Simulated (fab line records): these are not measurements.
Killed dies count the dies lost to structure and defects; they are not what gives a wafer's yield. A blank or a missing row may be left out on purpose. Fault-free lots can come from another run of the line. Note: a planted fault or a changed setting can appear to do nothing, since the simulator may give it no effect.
fab line records -- flow rit-cmos
[record] lots = 13, wafers = 39, last-day = 7
route steps=202 shown PLDD@120 SILICIDE@167 CONTACT@173 M1@185
lots with no fault: from the same line, run without faults
start-h: hours from the record's first day to the start of the lot's first wafer shown -- wait-h: hours from the lot's prior step to this one -- " repeats the value in the row above -- L1.1+2: a single row standing in for several wafers -- - value missing, or start not given -- * or withheld: withheld -- < > ~ a bound
route shown NAME@n: NAME is a module with steps in the file, n the number in the route of the first one -- usual: average and standard deviation across the fault-free wafers -- same: alike in all rows -- chamber/n: place in a boat -- sites: the reading at each site -- _std_site: the standard deviation of these -- _edge_site: inner sites' mean taken away from outer sites' mean -- radius-mm: how far each site lies from the wafer's centre -- mask NAME#n: copy n -- behind: tool/chamber where the wafer was last shaped -- hold: what put the lot on hold/how long, in hours/how the hold closed -- device: whichever transistor did not switch (one of n, p or np) -- end of line: the same wafers' tests at the end of the route -- a step given without rows: its recipe and nothing more -- killed: dies lost to structure and defects at the first sort, not the wafer's yield -- map: shows each die of a wafer: x if killed, . if not, _ if none is there
set.NAME: the run value of the setting; set.NAME@STEP: its run value at that earlier step -- model.NAME: the simulator's own value behind a step, which no gauge read
steps of the route over a sample of lots; a table a step, a row a wafer
services: when a tool's chamber went out of use (start-h, in hours from the record's first day, below 0 if earlier), for how many hours, and the reason
[[steps]]
[step RIT_PLDD_OVL_MEAS_06]
[usual] PLDD_OVL = 0.0/1.5
lot.wafer,tool,chamber,start-h,wait-h,PLDD_OVL[nm]
L791.2,overlay-01,-,45.25,-,0.8
L791.4,overlay-01,-,45.25,-,1.0
L791.6,overlay-01,-,45.25,-,2.5
L792.3,overlay-01,-,47.67,-,-0.5
L792.5,overlay-01,-,47.67,-,-3.6
L792.6,overlay-01,-,47.67,-,-0.2
L793.1,overlay-01,-,52.55,-,-1.9
L793.2,overlay-01,-,52.55,-,-2.9
L793.5,overlay-01,-,52.55,-,-1.3
L794.1,overlay-01,-,59.45,-,1.0
L794.2,overlay-01,-,59.45,-,3.4
L794.3,overlay-01,-,59.45,-,0.6
L795.1,overlay-01,-,62.79,-,0.7
L795.2,overlay-01,-,62.79,-,-0.9
L795.6,overlay-01,-,62.79,-,0.3
L802.1,overlay-02,-,99.57,-,1.2
L802.4,overlay-02,-,99.57,-,1.3
L802.5,overlay-02,-,99.57,-,1.2
L803.1,overlay-02,-,104.27,-,1.0
L803.5,overlay-02,-,104.27,-,-0.5
L803.6,overlay-02,-,104.27,-,-1.0
L806.1,overlay-01,-,118.55,-,-4.2
L806.2,overlay-01,-,118.55,-,-2.8
L806.4,overlay-01,-,118.55,-,-2.6
L809.1,overlay-02,-,135.57,-,1.3
L809.5,overlay-02,-,135.57,-,0.1
L809.6,overlay-02,-,135.57,-,1.4
L811.3,overlay-01,-,143.02,-,-1.1
L811.4,overlay-01,-,143.02,-,0.8
L811.5,overlay-01,-,143.02,-,0.5
L812.3,overlay-01,-,148.12,-,0.4
L812.4,overlay-01,-,148.12,-,-0.8
L812.5,overlay-01,-,148.12,-,-0.1
L813.3,overlay-02,-,155.95,-,-0.7
L813.4,overlay-02,-,155.95,-,-1.0
L813.5,overlay-02,-,155.95,-,-1.5
L814.2,overlay-02,-,164.07,-,0.8
L814.5,overlay-02,-,164.07,-,-0.1
L814.6,overlay-02,-,164.07,-,2.3
[step RIT_SILICIDE_RTA_06]
[recipe] temp-c = 750, time-s = 10, idle-temp-c = 25, ramp-up-s = 5, ramp-down-s = 10, cool-to-c = 25, ambient = N2
[usual] wafer_temp_C_max = 753.8/0.79
[same] time-s = 10
lot.wafer,tool,chamber,start-h,wait-h,wafer_temp_C_max
L791.2,rtp-anneal-01,0,52.93,0.0,753.6
L791.4,rtp-anneal-01,0,52.93,0.0,754.0
L791.6,rtp-anneal-01,0,52.93,0.0,755.8
L792.3,rtp-anneal-02,0,55.06,0.0,753.4
L792.5,rtp-anneal-02,0,55.06,0.0,753.2
L792.6,rtp-anneal-02,0,55.06,0.0,753.4
L793.1,rtp-anneal-01,0,60.23,0.0,753.8
L793.2,rtp-anneal-01,0,60.23,0.0,753.4
L793.5,rtp-anneal-01,0,60.23,0.0,753.6
L794.1,rtp-anneal-02,0,66.84,0.0,754.9
L794.2,rtp-anneal-02,0,66.84,0.0,754.8
L794.3,rtp-anneal-02,0,66.84,0.0,752.6
L795.1,rtp-anneal-01,0,70.39,0.0,755.1
L795.2,rtp-anneal-01,0,70.39,0.0,754.3
L795.6,rtp-anneal-01,0,70.39,0.0,752.9
L802.1,rtp-anneal-02,0,108.60,0.0,752.7
L802.4,rtp-anneal-02,0,108.60,0.0,753.0
L802.5,rtp-anneal-02,0,108.60,0.0,752.6
L803.1,rtp-anneal-01,0,112.22,0.0,754.9
L803.5,rtp-anneal-01,0,112.22,0.0,753.4
L803.6,rtp-anneal-01,0,112.22,0.0,753.8
L806.1,rtp-anneal-02,0,125.98,0.0,752.8
L806.2,rtp-anneal-02,0,125.98,0.0,752.9
L806.4,rtp-anneal-02,0,125.98,0.0,753.8
L809.1,rtp-anneal-01,0,143.21,0.0,753.9
L809.5,rtp-anneal-01,0,143.21,0.0,753.5
L809.6,rtp-anneal-01,0,143.21,0.0,754.4
L811.3,rtp-anneal-01,0,151.20,0.0,754.0
L811.4,rtp-anneal-01,0,151.20,0.0,753.7
L811.5,rtp-anneal-01,0,151.20,0.0,752.9
L812.3,rtp-anneal-02,0,155.60,0.0,752.9
L812.4,rtp-anneal-02,0,155.60,0.0,753.2
L812.5,rtp-anneal-02,0,155.60,0.0,752.6
L813.3,rtp-anneal-01,0,163.41,0.0,753.9
L813.4,rtp-anneal-01,0,163.41,0.0,755.3
L813.5,rtp-anneal-01,0,163.41,0.0,754.6
L814.2,rtp-anneal-02,0,171.76,0.0,753.2
L814.5,rtp-anneal-02,0,171.76,0.0,753.3
L814.6,rtp-anneal-02,0,171.76,0.0,754.7
[step RIT_CONTACT_EXPOSE_05]
[recipe] mask-id = M11, na = 0.6, source-shape = conventional, sigma-outer = 0.5, target-cd-nm = 1000, dose-mj = 250
[same] sigma-outer = 0.5
lot.wafer,tool,chamber,start-h,wait-h,mask
L791.2+4+6,iline-stepper-02,0,53.56,0.1,M11#0
L792.3+5+6,iline-stepper-01,0,55.83,0.2,M11#0
L793.1+2+5,iline-stepper-01,0,60.86,0.1,M11#0
L794.1+2+3,iline-stepper-01,0,67.55,0.1,M11#0
L795.1+2+6,iline-stepper-01,0,71.04,0.1,M11#0
L802.1+4+5,iline-stepper-02,0,109.36,0.2,M11#0
L803.1+5+6,iline-stepper-02,0,112.91,0.1,M11#0
L806.1+2+4,iline-stepper-01,0,126.73,0.2,M11#0
L809.1+5+6,iline-stepper-01,0,143.96,0.2,M11#0
L811.3+4+5,iline-stepper-01,0,151.97,0.2,M11#0
L812.3+4+5,iline-stepper-01,0,156.25,0.1,M11#0
L813.3+4+5,iline-stepper-01,0,164.06,0.1,M11#0
L814.2+5+6,iline-stepper-01,0,172.40,0.1,M11#0
[step RIT_CONTACT_OVL_MEAS_09]
[usual] CONTACT_OVL = -0.5/1.5
lot.wafer,tool,chamber,start-h,wait-h,CONTACT_OVL[nm]
L791.2,overlay-01,-,54.19,0.1,-0.9
L791.4,overlay-01,-,54.19,0.1,-3.4
L791.6,overlay-01,-,54.19,0.1,-1.2
L792.3,overlay-01,-,56.44,0.1,-0.2
L792.5,overlay-01,-,56.44,0.1,0.9
L792.6,overlay-01,-,56.44,0.1,-0.1
L793.1,overlay-01,-,61.50,0.1,1.7
L793.2,overlay-01,-,61.50,0.1,2.0
L793.5,overlay-01,-,61.50,0.1,1.4
L794.1,overlay-01,-,68.21,0.1,-1.4
L794.2,overlay-01,-,68.21,0.1,-2.1
L794.3,overlay-01,-,68.21,0.1,-1.4
L795.1,overlay-01,-,71.68,0.1,-1.4
L795.2,overlay-01,-,71.68,0.1,-1.4
L795.6,overlay-01,-,71.68,0.1,0.2
L802.1,overlay-01,-,110.00,0.1,76.7
L802.4,overlay-01,-,110.00,0.1,76.5
L802.5,overlay-01,-,110.00,0.1,75.5
L803.1,overlay-01,-,113.55,0.1,76.3
L803.5,overlay-01,-,113.55,0.1,74.5
L803.6,overlay-01,-,113.55,0.1,72.2
L806.1,overlay-01,-,127.37,0.1,-0.9
L806.2,overlay-01,-,127.37,0.1,0.9
L806.4,overlay-01,-,127.37,0.1,0.4
L809.1,overlay-01,-,144.59,0.1,0.7
L809.5,overlay-01,-,144.59,0.1,0.7
L809.6,overlay-01,-,144.59,0.1,0.9
L811.3,overlay-01,-,152.62,0.1,-0.8
L811.4,overlay-01,-,152.62,0.1,-1.2
L811.5,overlay-01,-,152.62,0.1,-1.2
L812.3,overlay-02,-,156.86,0.1,-1.0
L812.4,overlay-02,-,156.86,0.1,-1.2
L812.5,overlay-02,-,156.86,0.1,-2.2
L813.3,overlay-02,-,164.70,0.1,0.0
L813.4,overlay-02,-,164.70,0.1,0.6
L813.5,overlay-02,-,164.70,0.1,1.3
L814.2,overlay-01,-,173.02,0.1,0.6
L814.5,overlay-01,-,173.02,0.1,-0.4
L814.6,overlay-01,-,173.02,0.1,-1.1
[step RIT_M1_RS_MEAS_01]
[recipe] thk-meas-gauge = four-point-probe, reads = Al_of_M1_SPUTTER_00
[usual] M1_AL_RS = 0.0735/0.00072
lot.wafer,tool,chamber,start-h,wait-h,M1_AL_RS[ohm/sq]
L791.2,film-metro-04,-,55.52,0.2,0.0738
L791.4,film-metro-04,-,55.52,0.2,0.0744
L791.6,film-metro-04,-,55.52,0.2,0.0741
L792.3,film-metro-02,-,57.92,0.2,0.0748
L792.5,film-metro-02,-,57.92,0.2,0.0746
L792.6,film-metro-02,-,57.92,0.2,0.0746
L793.1,film-metro-04,-,62.83,0.1,0.0727
L793.2,film-metro-04,-,62.83,0.1,0.0736
L793.5,film-metro-04,-,62.83,0.1,0.0729
L794.1,film-metro-04,-,69.57,0.1,0.0726
L794.2,film-metro-04,-,69.57,0.1,0.0723
L794.3,film-metro-04,-,69.57,0.1,0.0729
L795.1,film-metro-02,-,73.03,0.1,0.0729
L795.2,film-metro-02,-,73.03,0.1,0.0731
L795.6,film-metro-02,-,73.03,0.1,0.0734
L802.1,film-metro-02,-,111.34,0.1,0.0733
L802.4,film-metro-02,-,111.34,0.1,0.0728
L802.5,film-metro-02,-,111.34,0.1,0.0735
L803.1,film-metro-03,-,114.92,0.1,0.0743
L803.5,film-metro-03,-,114.92,0.1,0.0741
L803.6,film-metro-03,-,114.92,0.1,0.0744
L806.1,film-metro-03,-,128.75,0.1,0.0721
L806.2,film-metro-03,-,128.75,0.1,0.0721
L806.4,film-metro-03,-,128.75,0.1,0.0730
L809.1,film-metro-02,-,145.95,0.1,0.0748
L809.5,film-metro-02,-,145.95,0.1,0.0747
L809.6,film-metro-02,-,145.95,0.1,0.0749
L811.3,film-metro-02,-,154.17,0.2,0.0740
L811.4,film-metro-02,-,154.17,0.2,0.0740
L811.5,film-metro-02,-,154.17,0.2,0.0737
L812.3,film-metro-02,-,158.24,0.2,0.0736
L812.4,film-metro-02,-,158.24,0.2,0.0723
L812.5,film-metro-02,-,158.24,0.2,0.0728
L813.3,film-metro-03,-,166.15,0.2,0.0745
L813.4,film-metro-03,-,166.15,0.2,0.0742
L813.5,film-metro-03,-,166.15,0.2,0.0745
L814.2,film-metro-03,-,174.36,0.2,0.0743
L814.5,film-metro-03,-,174.36,0.2,0.0740
L814.6,film-metro-03,-,174.36,0.2,0.0744
[step RIT_M1_PROBE_99]
[usual] killed-at-contacts = 0.1/0.24, killed-at-front-end = 7/3.1, killed-dies = 7/3.1, killed-open = 3.3/2, killed-short = 3.4/2.1
[same] gross-dies = 264, killed_at_M0_to_M3 = 0, killed_at_M4_up = 0, killed-at-back-side = 0, killed-at-other = 0
lot.wafer,tool,chamber,start-h,wait-h,killed-at-contacts,killed-at-front-end,killed-dies,killed-open,killed-short
L802.1,prober-01,-,115.42,0.1,0,2,2,2,0
L802.4,prober-01,-,115.57,0.2,0,3,3,2,1
L802.5,prober-01,-,115.62,0.2,0,8,8,5,3
// killed by level:class
L802.1 GATE:geometric-particle:open=1 REOX:geometric-particle:open=1
L802.4 FOX1:geometric-particle:open=1 GATE:geometric-particle:open=1 REOX:geometric-particle:short=1
L802.5 GATE:geometric-particle:short=3 SILICIDE:geometric-particle:open=2 FOX1:geometric-particle:open=1 GATE:geometric-particle:open=1 SPACER:geometric-particle:open=1
[[services]]
tool,chamber,start-h,hours,kind
iline-stepper-02,-,81.00,2.1,pm
iline-stepper-02,-,83.08,-,consumable-replace:lamp
rtp-anneal-02,-,131.24,2.6,pm
[[key]]
[first-sign] step = RIT_CONTACT_OVL_MEAS_09, reading = CONTACT_OVL, direction = up, sigmas = 50, usual = -0.5, struck = 75.3
effect none on later readings
met-at RIT_CONTACT_EXPOSE_05
struck-lots L802,L803
tester-left-out L802,L803
not-acting-at RIT_PLDD_OVL_MEAS_06,RIT_SILICIDE_RTA_06,RIT_M1_RS_MEAS_01
onset-between 53.56 109.36
[fault] kind = scanner-matching-overlay, tool = iline-stepper-02, chamber = -, onset-h = 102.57, steps = RIT_CONTACT_EXPOSE_05, offset = 76.962
// tester-left-out: of these lots the tester's yield and bins aren't shown, on N5 and GAA mostly nor the transistor test; their killed dies are dies lost to structure and defects alone, not to doping, threshold or leakage, so they don't give the yield
